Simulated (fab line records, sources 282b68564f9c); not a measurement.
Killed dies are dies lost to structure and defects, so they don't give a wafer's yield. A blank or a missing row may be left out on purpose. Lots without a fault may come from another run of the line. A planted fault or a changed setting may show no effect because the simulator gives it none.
Which tool did it? | flow rit_cmos | 14 lots, 42 wafers sampled, at 2 steps of a route of 202

WHAT THE GAUGES READ, wafer by wafer
RIT_M1_CD_MEAS_90: target cd 2600 nm. Usual: cd_nm 2600.1 nm, standard deviation 2.5.
lot  | measured    | on        | cd_nm (nm)           | flag
L239 | day 3 09:43 | cd_sem-01 | 2602.4 2607.0 2604.8 |
L241 | day 3 16:49 | cd_sem-01 | 2597.0 2599.0 2596.9 |
L242 | day 3 23:41 | cd_sem-02 | 2599.8 2599.4 2600.3 |
L244 | day 4 09:02 | cd_sem-02 | 2601.0 2601.7 2603.5 |
L245 | day 4 15:12 | cd_sem-02 | 2594.3 2597.5 2596.0 |
L246 | day 4 21:52 | cd_sem-02 | 2601.6 2600.4 2598.6 |
L249 | day 5 12:30 | cd_sem-01 | 2597.2 2600.9 2601.2 |
L254 | day 6 10:54 | cd_sem-02 | - - -                | OFF
L255 | day 6 16:52 | cd_sem-02 | - - -                | OFF
L257 | day 7 04:08 | cd_sem-02 | 2601.3 2601.4 2601.6 |
L259 | day 7 12:19 | cd_sem-01 | 2598.2 2597.8 2597.9 |
L260 | day 7 16:20 | cd_sem-02 | 2603.2 2602.5 2602.3 |
L261 | day 8 00:16 | cd_sem-02 | 2601.3 2599.1 2600.8 |
L262 | day 8 08:37 | cd_sem-02 | 2598.6 2599.1 2597.6 |

WHICH TOOL RAN EACH LOT (tool, then ch and the chambers of the sampled wafers, then the start)
lot  | RIT_M1_METAL_ETCH_12
L239 | rie_metal-01 ch 1, day 3 09:11
L241 | rie_metal-02 ch 0,1, day 3 16:18
L242 | rie_metal-01 ch 0,1, day 3 23:10
L244 | rie_metal-02 ch 0,1, day 4 08:29
L245 | rie_metal-01 ch 0,1, day 4 14:39
L246 | rie_metal-03 ch 0,1, day 4 21:22
L249 | rie_metal-03 ch 0, day 5 11:59
L254 | rie_metal-01 ch 0,1, day 6 10:23
L255 | rie_metal-03 ch 0,1, day 6 16:21
L257 | rie_metal-03 ch 0,1, day 7 03:35
L259 | rie_metal-03 ch 0,1, day 7 11:47
L260 | rie_metal-01 ch 0,1, day 7 15:50
L261 | rie_metal-02 ch 0,1, day 7 23:46
L262 | rie_metal-03 ch 0,1, day 8 08:05
- RIT_M1_METAL_ETCH_12: etches Al in Cl2/BCl3, stops on SiO2, time 165 s, target depth 600 nm.

WHAT THE TOOLS THEMSELVES READ (means of the sampled wafers that have a number; where no wafer has one, the mark that the record gives instead)
RIT_M1_METAL_ETCH_12. Usual: bcl3_flow_sccm 49.99 sccm, standard deviation 0.14; chamber_pressure_mTorr 100.02 mTorr, standard deviation 0.09; drypump_motor_current_A 5.8 A, standard deviation 0.47; oes_product_au 0.779 a.u., standard deviation 0.011; throttle_valve_pct 8.28 %, standard deviation 0.11.
lot  | tool         | bcl3_flow_sccm (sccm) | chamber_pressure_mTorr (mTorr) | drypump_motor_current_A (A) | oes_product_au (a.u.) | throttle_valve_pct (%) | flag
L239 | rie_metal-01 | 50.04                 | 100.06                         | 5.8                         | 0.780                 | 8.24                   |
L241 | rie_metal-02 | 50.06                 | 100.01                         | 5.6                         | 0.783                 | 8.33                   |
L242 | rie_metal-01 | 50.00                 | 100.05                         | 5.9                         | 0.784                 | 8.23                   |
L244 | rie_metal-02 | 49.95                 | 100.08                         | 5.6                         | 0.780                 | 8.31                   |
L245 | rie_metal-01 | 49.85                 | 99.96                          | 5.9                         | 0.767                 | 8.23                   |
L246 | rie_metal-03 | 49.83                 | 100.09                         | 5.8                         | 0.789                 | 8.34                   |
L249 | rie_metal-03 | 50.01                 | 100.00                         | 5.8                         | 0.784                 | 8.45                   |
L254 | rie_metal-01 | -                     | -                              | -                           | -                     | -                      | OFF
L255 | rie_metal-03 | -                     | -                              | -                           | -                     | -                      | OFF
L257 | rie_metal-03 | 50.06                 | 100.01                         | 5.7                         | 0.772                 | 8.25                   |
L259 | rie_metal-03 | 49.88                 | 100.06                         | 5.8                         | 0.778                 | 8.36                   |
L260 | rie_metal-01 | 49.97                 | 100.03                         | 5.9                         | 0.796                 | 8.22                   |
L261 | rie_metal-02 | 50.01                 | 99.91                          | 6.1                         | 0.770                 | 8.27                   |
L262 | rie_metal-03 | 49.94                 | 99.99                          | 5.7                         | 0.775                 | 8.25                   |

THE ANSWER, worked out from the rows above alone
Rule: a lot is off if the mean of its wafers that have a number lies more than 3 standard deviations from the usual mean. A lot without any number at a reading at which 4 lots or more have one is off too. The other lots that the step has rows for count as sound. The gauges are gone through in route order, then the tools' own readings, and for those a lot's mean is taken as printed above. The first step at which some lot is off is used, and at that step the reading that is off furthest; a lot without a number counts as furthest.
Off: L254, L255, at RIT_M1_CD_MEAS_90 (cd_nm). Without a number there: L254, L255.
A tool fits if, at a process step before that reading, it ran every lot that is off, and no sound lot after the first of them. The gauges at RIT_M1_CD_MEAS_90 aren't tried: what is off there is off at RIT_M1_METAL_ETCH_12 too, on other tools, and a gauge's error can't cause that. None of those tried fits.

WHAT THE SIMULATOR HAD PUT IN
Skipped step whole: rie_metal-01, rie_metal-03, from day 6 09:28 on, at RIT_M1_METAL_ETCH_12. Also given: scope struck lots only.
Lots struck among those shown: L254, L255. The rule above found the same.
